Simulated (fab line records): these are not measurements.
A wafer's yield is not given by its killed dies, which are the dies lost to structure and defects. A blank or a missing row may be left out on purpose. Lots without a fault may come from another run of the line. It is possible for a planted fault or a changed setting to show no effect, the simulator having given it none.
Which tool was responsible? || flow berkeleyCmos170 || 13 lots with 39 wafers sampled at 5 steps, on a route of 331 steps

## WHAT THE GAUGES SHOWED, per wafer
UCB170_PFIELD_OVL_MEAS_06. Usual: PFIELD_OVL -3 nm, standard deviation 5.7.
{"lot": "L277", "measured": "day 4 08:01", "on": "overlay-01", "PFIELD_OVL (nm)": "1 -5 1", "flag": ""}
{"lot": "L278", "measured": "day 4 10:32", "on": "overlay-01", "PFIELD_OVL (nm)": "-3 3 -8", "flag": ""}
{"lot": "L279", "measured": "day 4 11:31", "on": "overlay-01", "PFIELD_OVL (nm)": "-3 -7 -1", "flag": ""}
{"lot": "L280", "measured": "day 4 14:13", "on": "overlay-02", "PFIELD_OVL (nm)": "2 -11 0", "flag": ""}
{"lot": "L281", "measured": "day 4 16:44", "on": "overlay-02", "PFIELD_OVL (nm)": "1 -8 5", "flag": ""}
{"lot": "L283", "measured": "day 5 05:56", "on": "overlay-02", "PFIELD_OVL (nm)": "-13 2 -14", "flag": ""}
{"lot": "L285", "measured": "day 5 21:04", "on": "overlay-01", "PFIELD_OVL (nm)": "-6 -1 -8", "flag": ""}
{"lot": "L292", "measured": "day 7 05:28", "on": "overlay-02", "PFIELD_OVL (nm)": "-5 -7 -4", "flag": ""}
{"lot": "L293", "measured": "day 7 13:45", "on": "overlay-01", "PFIELD_OVL (nm)": "-6 -5 -8", "flag": ""}
{"lot": "L296", "measured": "day 8 04:14", "on": "overlay-01", "PFIELD_OVL (nm)": "-3 -1 6", "flag": ""}
{"lot": "L297", "measured": "day 8 07:16", "on": "overlay-02", "PFIELD_OVL (nm)": "-2 0 -4", "flag": ""}
{"lot": "L299", "measured": "day 9 03:25", "on": "overlay-02", "PFIELD_OVL (nm)": "-11 -6 -9", "flag": ""}
{"lot": "L300", "measured": "day 9 05:52", "on": "overlay-01", "PFIELD_OVL (nm)": "-4 -15 -5", "flag": ""}

UCB170_GATE_OVL_MEAS_13. Usual: GATE_OVL -1 nm, standard deviation 5.1.
{"lot": "L277", "measured": "day 5 22:37", "on": "overlay-02", "GATE_OVL (nm)": "-3 5 5", "flag": ""}
{"lot": "L278", "measured": "day 6 01:02", "on": "overlay-01", "GATE_OVL (nm)": "1 12 5", "flag": ""}
{"lot": "L279", "measured": "day 6 00:47", "on": "overlay-02", "GATE_OVL (nm)": "-2 -3 -1", "flag": ""}
{"lot": "L280", "measured": "day 6 12:43", "on": "overlay-01", "GATE_OVL (nm)": "-1 -5 -11", "flag": ""}
{"lot": "L281", "measured": "day 6 12:14", "on": "overlay-02", "GATE_OVL (nm)": "-2 -5 -3", "flag": ""}
{"lot": "L283", "measured": "day 7 05:09", "on": "overlay-01", "GATE_OVL (nm)": "-4 3 1", "flag": ""}
{"lot": "L285", "measured": "day 7 12:49", "on": "overlay-01", "GATE_OVL (nm)": "5 3 1", "flag": ""}
{"lot": "L292", "measured": "day 8 21:49", "on": "overlay-01", "GATE_OVL (nm)": "-131 -126 -126", "flag": "OFF"}
{"lot": "L293", "measured": "day 9 10:14", "on": "overlay-02", "GATE_OVL (nm)": "-127 -134 -127", "flag": "OFF"}
{"lot": "L296", "measured": "day 9 23:59", "on": "overlay-01", "GATE_OVL (nm)": "1 -5 8", "flag": ""}
{"lot": "L297", "measured": "day 10 00:05", "on": "overlay-02", "GATE_OVL (nm)": "4 4 -3", "flag": ""}
{"lot": "L299", "measured": "day 11 05:32", "on": "overlay-02", "GATE_OVL (nm)": "2 2 -1", "flag": ""}
{"lot": "L300", "measured": "day 11 05:40", "on": "overlay-01", "GATE_OVL (nm)": "3 -7 -7", "flag": ""}

UCB170_PSD_OVL_MEAS_07. Usual: PSD_OVL -1 nm, standard deviation 5.8.
{"lot": "L277", "measured": "day 6 08:09", "on": "overlay-02", "PSD_OVL (nm)": "-4 6 -7", "flag": ""}
{"lot": "L278", "measured": "day 6 15:13", "on": "overlay-01", "PSD_OVL (nm)": "-12 -5 -7", "flag": ""}
{"lot": "L279", "measured": "day 6 15:29", "on": "overlay-02", "PSD_OVL (nm)": "-9 -4 1", "flag": ""}
{"lot": "L280", "measured": "day 6 22:30", "on": "overlay-02", "PSD_OVL (nm)": "-4 4 1", "flag": ""}
{"lot": "L281", "measured": "day 6 22:08", "on": "overlay-02", "PSD_OVL (nm)": "-5 -3 -3", "flag": ""}
{"lot": "L283", "measured": "day 7 14:50", "on": "overlay-01", "PSD_OVL (nm)": "-4 -14 -1", "flag": ""}
{"lot": "L285", "measured": "day 8 01:44", "on": "overlay-02", "PSD_OVL (nm)": "-11 -5 -4", "flag": ""}
{"lot": "L292", "measured": "day 9 08:13", "on": "overlay-02", "PSD_OVL (nm)": "7 -4 14", "flag": ""}
{"lot": "L293", "measured": "day 9 23:25", "on": "overlay-02", "PSD_OVL (nm)": "2 -2 -8", "flag": ""}
{"lot": "L296", "measured": "day 10 11:39", "on": "overlay-01", "PSD_OVL (nm)": "4 -3 -1", "flag": ""}
{"lot": "L297", "measured": "day 10 11:49", "on": "overlay-02", "PSD_OVL (nm)": "-8 9 -2", "flag": ""}
{"lot": "L299", "measured": "day 11 16:10", "on": "overlay-02", "PSD_OVL (nm)": "2 9 0", "flag": ""}
{"lot": "L300", "measured": "day 11 16:35", "on": "overlay-02", "PSD_OVL (nm)": "-1 9 4", "flag": ""}

## EACH LOT AND THE TOOL THAT RAN IT (in order: tool; ch and the chambers of the sampled wafers; start)
{"lot": "L277", "UCB170_GATE_EXPOSE_09": "krfScanner-01 ch 0, day 5 22:05", "UCB170_GATE_ETCH_14": "rieDiel-04 ch 1,2,3, day 5 22:39"}
{"lot": "L278", "UCB170_GATE_EXPOSE_09": "krfScanner-02 ch 0, day 6 00:33", "UCB170_GATE_ETCH_14": "rieDiel-03 ch 0,2, day 6 01:04"}
{"lot": "L279", "UCB170_GATE_EXPOSE_09": "krfScanner-01 ch 0, day 6 00:17", "UCB170_GATE_ETCH_14": "rieDiel-04 ch 1,3, day 6 00:49"}
{"lot": "L280", "UCB170_GATE_EXPOSE_09": "krfScanner-01 ch 0, day 6 12:04", "UCB170_GATE_ETCH_14": "rieDiel-04 ch 0,3, day 6 12:44"}
{"lot": "L281", "UCB170_GATE_EXPOSE_09": "krfScanner-02 ch 0, day 6 11:43", "UCB170_GATE_ETCH_14": "rieDiel-02 ch 0,1, day 6 12:16"}
{"lot": "L283", "UCB170_GATE_EXPOSE_09": "krfScanner-02 ch 0, day 7 04:39", "UCB170_GATE_ETCH_14": "rieDiel-04 ch 1,2, day 7 05:11"}
{"lot": "L285", "UCB170_GATE_EXPOSE_09": "krfScanner-02 ch 0, day 7 12:13", "UCB170_GATE_ETCH_14": "rieDiel-02 ch 1,3, day 7 12:50"}
{"lot": "L292", "UCB170_GATE_EXPOSE_09": "krfScanner-01 ch 0, day 8 21:18", "UCB170_GATE_ETCH_14": "rieDiel-04 ch 0,1,3, day 8 21:50"}
{"lot": "L293", "UCB170_GATE_EXPOSE_09": "krfScanner-01 ch 0, day 9 09:45", "UCB170_GATE_ETCH_14": "rieDiel-03 ch 2,3, day 9 10:16"}
{"lot": "L296", "UCB170_GATE_EXPOSE_09": "krfScanner-02 ch 0, day 9 23:30", "UCB170_GATE_ETCH_14": "rieDiel-02 ch 0,2, day 10 00:01"}
{"lot": "L297", "UCB170_GATE_EXPOSE_09": "krfScanner-02 ch 0, day 9 23:35", "UCB170_GATE_ETCH_14": "rieDiel-03 ch 0,2,3, day 10 00:08"}
{"lot": "L299", "UCB170_GATE_EXPOSE_09": "krfScanner-02 ch 0, day 11 05:01", "UCB170_GATE_ETCH_14": "rieDiel-02 ch 0,2, day 11 05:34"}
{"lot": "L300", "UCB170_GATE_EXPOSE_09": "krfScanner-02 ch 0, day 11 05:10", "UCB170_GATE_ETCH_14": "rieDiel-03 ch 1,2,3, day 11 05:41"}
- UCB170_GATE_EXPOSE_09: exposes mask POLY, target cd 350 nm.
- UCB170_GATE_ETCH_14: etches BARC in N2/H2.

## AS READ BY THE TOOLS THEMSELVES (means over the sampled wafers that have a number; for cases with no such wafer, the mark the record gives instead)
UCB170_GATE_ETCH_14. Usual: drypumpMotorCurrentA 5.7 A, standard deviation 0.5; oesProductAu 1.006 a.u., standard deviation 0.022; throttleValvePct 13.27 %, standard deviation 0.13.
{"lot": "L277", "tool": "rieDiel-04", "drypumpMotorCurrentA (A)": 5.4, "oesProductAu (a.u.)": 1.016, "throttleValvePct (%)": 13.26, "flag": ""}
{"lot": "L278", "tool": "rieDiel-03", "drypumpMotorCurrentA (A)": 5.8, "oesProductAu (a.u.)": 0.992, "throttleValvePct (%)": 13.16, "flag": ""}
{"lot": "L279", "tool": "rieDiel-04", "drypumpMotorCurrentA (A)": 5.4, "oesProductAu (a.u.)": 1.026, "throttleValvePct (%)": 13.29, "flag": ""}
{"lot": "L280", "tool": "rieDiel-04", "drypumpMotorCurrentA (A)": 6.0, "oesProductAu (a.u.)": 1.021, "throttleValvePct (%)": 13.21, "flag": ""}
{"lot": "L281", "tool": "rieDiel-02", "drypumpMotorCurrentA (A)": 5.8, "oesProductAu (a.u.)": 1.006, "throttleValvePct (%)": 13.24, "flag": ""}
{"lot": "L283", "tool": "rieDiel-04", "drypumpMotorCurrentA (A)": 5.6, "oesProductAu (a.u.)": 0.992, "throttleValvePct (%)": 13.23, "flag": ""}
{"lot": "L285", "tool": "rieDiel-02", "drypumpMotorCurrentA (A)": 6.1, "oesProductAu (a.u.)": 0.984, "throttleValvePct (%)": 13.46, "flag": ""}
{"lot": "L292", "tool": "rieDiel-04", "drypumpMotorCurrentA (A)": 5.8, "oesProductAu (a.u.)": 1.020, "throttleValvePct (%)": 13.26, "flag": ""}
{"lot": "L293", "tool": "rieDiel-03", "drypumpMotorCurrentA (A)": 6.1, "oesProductAu (a.u.)": 1.004, "throttleValvePct (%)": 13.27, "flag": ""}
{"lot": "L296", "tool": "rieDiel-02", "drypumpMotorCurrentA (A)": 5.3, "oesProductAu (a.u.)": 1.010, "throttleValvePct (%)": 13.38, "flag": ""}
{"lot": "L297", "tool": "rieDiel-03", "drypumpMotorCurrentA (A)": 5.9, "oesProductAu (a.u.)": 1.006, "throttleValvePct (%)": 13.16, "flag": ""}
{"lot": "L299", "tool": "rieDiel-02", "drypumpMotorCurrentA (A)": 5.6, "oesProductAu (a.u.)": 1.024, "throttleValvePct (%)": 13.30, "flag": ""}
{"lot": "L300", "tool": "rieDiel-03", "drypumpMotorCurrentA (A)": 5.7, "oesProductAu (a.u.)": 0.999, "throttleValvePct (%)": 13.29, "flag": ""}

## THE ANSWER, worked out from the rows above alone
Rule: a lot is off if the mean of its wafers that have a number lies more than 3 standard deviations from the usual mean. Also off: a lot with no number at a reading for which 4 or more lots have one. Any other lot the step has rows for is counted as sound. After the gauges, taken in route order, come the tools' own readings; for these a lot's mean is taken, as printed above. At the first step where some lot is off, the reading lying furthest off is the one used; lots without a number count as furthest.
Off: L292, L293, at UCB170_GATE_OVL_MEAS_13 (GATE_OVL).
A tool fits if, at a process step before that reading, it ran every lot that is off, and no sound lot after the first of them. The gauges at UCB170_GATE_OVL_MEAS_13 are tried like those tools. One candidate fits, namely krfScanner-01 at UCB170_GATE_EXPOSE_09. Its last sound lot is L280 (day 6 12:04), its first lot that is off L292 (day 8 21:18): a fault that began between those two fits.

## WHAT THE SIMULATOR PUT IN
Scanner matching overlay: krfScanner-01, from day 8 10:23 on, at UCB170_GATE_EXPOSE_09. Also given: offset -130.
Struck lots among those shown: L292, L293. This agrees with what the rule above found.
